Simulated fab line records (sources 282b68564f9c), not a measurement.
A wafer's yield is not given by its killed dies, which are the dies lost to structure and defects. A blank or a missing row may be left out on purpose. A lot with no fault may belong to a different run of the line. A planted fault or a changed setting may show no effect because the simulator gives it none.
2 desks, one fault | flow ritCmos | each desk holds nothing but its own numbers, with what lay behind them at the end

AT THE METROLOGY DESK
Means of the sampled wafers that have a number, per lot and without regard to the tool the lot ran on: this is what the gauges read. Marked OUT: a lot whose mean sits more than 4 standard deviations from the usual mean, which makes it out of limits; the brackets give that distance.
Columns: A = FOX1_OXIDE_THK at RIT_FOX1_THK_MEAS_01, usual 353 nm
lot  | first seen here | A
L280 | day 1 17:52     | 354
L281 | day 1 23:22     | 359
L282 | day 2 03:14     | 357
L283 | day 2 10:11     | 362
L284 | day 2 14:14     | 360
L285 | day 2 20:26     | 352
L286 | day 3 01:11     | 352
L287 | day 3 05:53     | 346
L288 | day 3 09:10     | 306 (-5.6) OUT
L290 | day 3 21:22     | 355
L294 | day 4 16:44     | 303 (-6.0) OUT
L297 | day 5 06:20     | 343
L300 | day 5 22:34     | 364
L301 | day 6 02:26     | 368
Per this desk, out of limits: L288, L294; the first was L288, day 3 09:10 (FOX1_OXIDE_THK at RIT_FOX1_THK_MEAS_01). Within limits: L280, L281, L282, L283, L284, L285, L286, L287, L290, L297, L300, L301.

AT THE TOOL OWNER'S DESK: furnace-03
The tool's own readings at RIT_FOX1_OXIDATION_00 (target thk 350.7 nm, ox time 1130 s): means of the sampled wafers that have a number, for each lot that ran on this tool. Marked OUT: a lot whose mean sits more than 4 standard deviations from the usual mean, which makes it out of limits; the brackets give that distance.
Columns: A = spikeTcCentreC at RIT_FOX1_OXIDATION_00, usual 1102.4 C; B = spikeTcLoadC at RIT_FOX1_OXIDATION_00, usual 1128.0 C; C = spikeTcSourceC at RIT_FOX1_OXIDATION_00, usual 1122 C; D = tubeCenterTempC at RIT_FOX1_OXIDATION_00, usual 1100 C; E = tube_center_temp_C_max at RIT_FOX1_OXIDATION_00, usual 1102.8
lot  | first seen here | A                | B                | C               | D                      | E
L284 | day 2 12:55     | 1101.7           | 1128.1           | 1125            | 1100                   | 1102.7
L286 | day 2 23:53     | 1101.6           | 1127.5           | 1125            | 1100                   | 1102.7
L287 | day 3 04:32     | 1101.7           | 1128.1           | 1125            | 1100                   | 1103.1
L288 | day 3 07:51     | 1076.8 (-18) OUT | 1103.3 (-16) OUT | 1100 (-5.6) OUT | 1075 (-99 or more) OUT | 1077.4 (-58) OUT
L294 | day 4 15:24     | 1076.7 (-18) OUT | 1102.4 (-17) OUT | 1100 (-5.4) OUT | 1075 (-99 or more) OUT | 1077.8 (-57) OUT
This desk's verdict: out of limits on L288, L294, starting with L288 at day 3 07:51 (spikeTcCentreC at RIT_FOX1_OXIDATION_00). Within limits: L284, L286, L287.

BROUGHT TOGETHER
An alarm could have come from the tool owner's desk at day 3 07:51, on L288, L294.
On L288, L294, the metrology desk was in a position to raise an alarm at day 3 09:10.
The lots listed all ran RIT_FOX1_OXIDATION_00 on furnace-03.

WHAT WAS PUT IN BY THE SIMULATOR
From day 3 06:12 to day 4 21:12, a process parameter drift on furnace-03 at RIT_FOX1_OXIDATION_00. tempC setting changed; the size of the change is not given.
Struck lots among those shown: L288, L294.
Fault start to first reading out of limits, in hours, per desk: tool owner, 2; metrology, 3.
